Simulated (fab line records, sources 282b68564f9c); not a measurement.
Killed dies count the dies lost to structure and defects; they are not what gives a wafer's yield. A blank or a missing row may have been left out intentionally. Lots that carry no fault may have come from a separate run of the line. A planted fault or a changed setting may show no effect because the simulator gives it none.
Which tool is to blame? + flow rit_cmos + 6 lots with 18 wafers sampled at 3 steps, on a route of 202 steps

## WHAT THE GAUGES SHOWED, per wafer
RIT_NWELL_OVL_MEAS_06.
| lot  | measured    | on         | NWELL_OVL (nm) |
|------|-------------|------------|----------------|
| L227 | day 2 14:34 | overlay-02 | 1.5 2.5 2.2    |
| L229 | day 2 22:17 | overlay-02 | 4.6 4.2 4.1    |
| L231 | day 3 09:13 | overlay-02 | -0.3 0.2 -0.6  |
| L235 | day 4 06:11 | overlay-02 | 0.4 0.6 2.5    |
| L243 | day 5 19:55 | overlay-01 | 1.4 2.6 3.8    |
| L246 | day 6 10:36 | overlay-02 | 0.7 -0.1 -0.5  |

## TOOL THAT RAN EACH LOT (tool first, then ch and the chambers of the sampled wafers, then the start)
| lot  | RIT_ACTIVE_ETCH_13                | RIT_NWELL_EXPOSE_03                |
|------|-----------------------------------|------------------------------------|
| L227 | rie_diel-04 ch 0,2, day 2 07:33   | iline_stepper-01 ch 0, day 2 14:08 |
| L229 | rie_diel-04 ch 1,2, day 2 16:32   | iline_stepper-02 ch 0, day 2 21:39 |
| L231 | rie_diel-04 ch 0,2,3, day 3 02:46 | iline_stepper-01 ch 0, day 3 08:48 |
| L235 | rie_diel-01 ch 0,3, day 3 22:14   | iline_stepper-02 ch 0, day 4 05:45 |
| L243 | rie_diel-04 ch 0,1,2, day 5 13:47 | iline_stepper-01 ch 0, day 5 19:29 |
| L246 | rie_diel-03 ch 1,2,3, day 6 05:07 | iline_stepper-01 ch 0, day 6 10:11 |
- RIT_ACTIVE_ETCH_13: etches Si3N4 in SF6, stops on SiO2, time 210 s, target depth 210 nm.
- RIT_NWELL_EXPOSE_03: exposes mask M2, target cd 43900 nm.

## THE ANSWER, worked out from the rows above alone
Rule: what is usual is taken from the lots themselves. Put in order of their means at a reading, lots are off if they are a third of the lots or fewer, leave a main group of 4 or more, and stand apart from it by a gap of 3 or more times the standard deviation of the main group's means; of several such gaps the widest counts. Not used: any main group whose means are identical at the precision the tables above print for the reading. A lot without any number at a reading at which 4 lots or more have one is off too. All remaining lots with rows at the step are treated as sound.
No lot is off at any reading shown: from this, nothing can be told.

## WHAT THE SIMULATOR HAD PUT IN
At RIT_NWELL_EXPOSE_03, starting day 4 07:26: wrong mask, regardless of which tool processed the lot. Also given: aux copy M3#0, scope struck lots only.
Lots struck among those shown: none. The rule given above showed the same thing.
